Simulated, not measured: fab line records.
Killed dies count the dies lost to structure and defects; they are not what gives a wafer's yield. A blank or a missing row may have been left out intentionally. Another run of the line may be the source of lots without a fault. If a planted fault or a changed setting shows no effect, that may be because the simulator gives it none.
Which tool was responsible? | flow berkeley-cmos170 | 7 lots with 21 wafers sampled at 2 steps, on a route of 331 steps

WHAT THE GAUGES SHOWED, per wafer
UCB170_SPACER_THK_MEAS_01.
lot  | measured     | on            | SPACER_TEOS_THK (nm)
L924 | day 7 06:34  | film-metro-04 | 375 380 386
L930 | day 8 12:37  | film-metro-04 | 372 377 376
L929 | day 8 13:28  | film-metro-04 | 374 377 382
L933 | day 9 23:23  | film-metro-04 | 372 374 376
L936 | day 10 08:14 | film-metro-03 | 370 370 373
L939 | day 11 03:19 | film-metro-04 | 372 368 379
L941 | day 11 15:20 | film-metro-03 | 388 390 390 388 390 390

WHICH TOOL RAN EACH LOT (tool, then ch and the chambers of the sampled wafers, then the start)
lot  | UCB170_SPACER_CVD_00
L924 | pecvd-02 ch 1,2, day 7 06:31
L930 | pecvd-01 ch 0,2, day 8 12:32
L929 | pecvd-02 ch 1,2, day 8 13:25
L933 | pecvd-03 ch 1,2, day 9 23:20
L936 | pecvd-02 ch 0,2, day 10 08:11
L939 | pecvd-03 ch 0,2, day 11 03:16
L941 | pecvd-02 ch 0,1,2, day 11 15:18
- UCB170_SPACER_CVD_00: deposits SiO2 from TEOS/O2, target thk 376 nm, time 47 s.

THE ANSWER, worked out from the rows above alone
Rule: the usual values come from the lots themselves. The widest of any qualifying gaps counts: lots, ordered by their means at a reading, are off when they make up no more than a third of the lots, leave a main group of 4 or more, and stand apart from it by 3 or more times the standard deviation of that group's means. A main group whose means are all the same, to the digits that the tables above print for the reading, isn't used. Also off: a lot with no number at a reading for which 4 or more lots have one. Any other lot the step has rows for is counted as sound.
No lot is off on any of the readings shown, so nothing can be concluded from this.

WHAT THE SIMULATOR HAD PUT IN
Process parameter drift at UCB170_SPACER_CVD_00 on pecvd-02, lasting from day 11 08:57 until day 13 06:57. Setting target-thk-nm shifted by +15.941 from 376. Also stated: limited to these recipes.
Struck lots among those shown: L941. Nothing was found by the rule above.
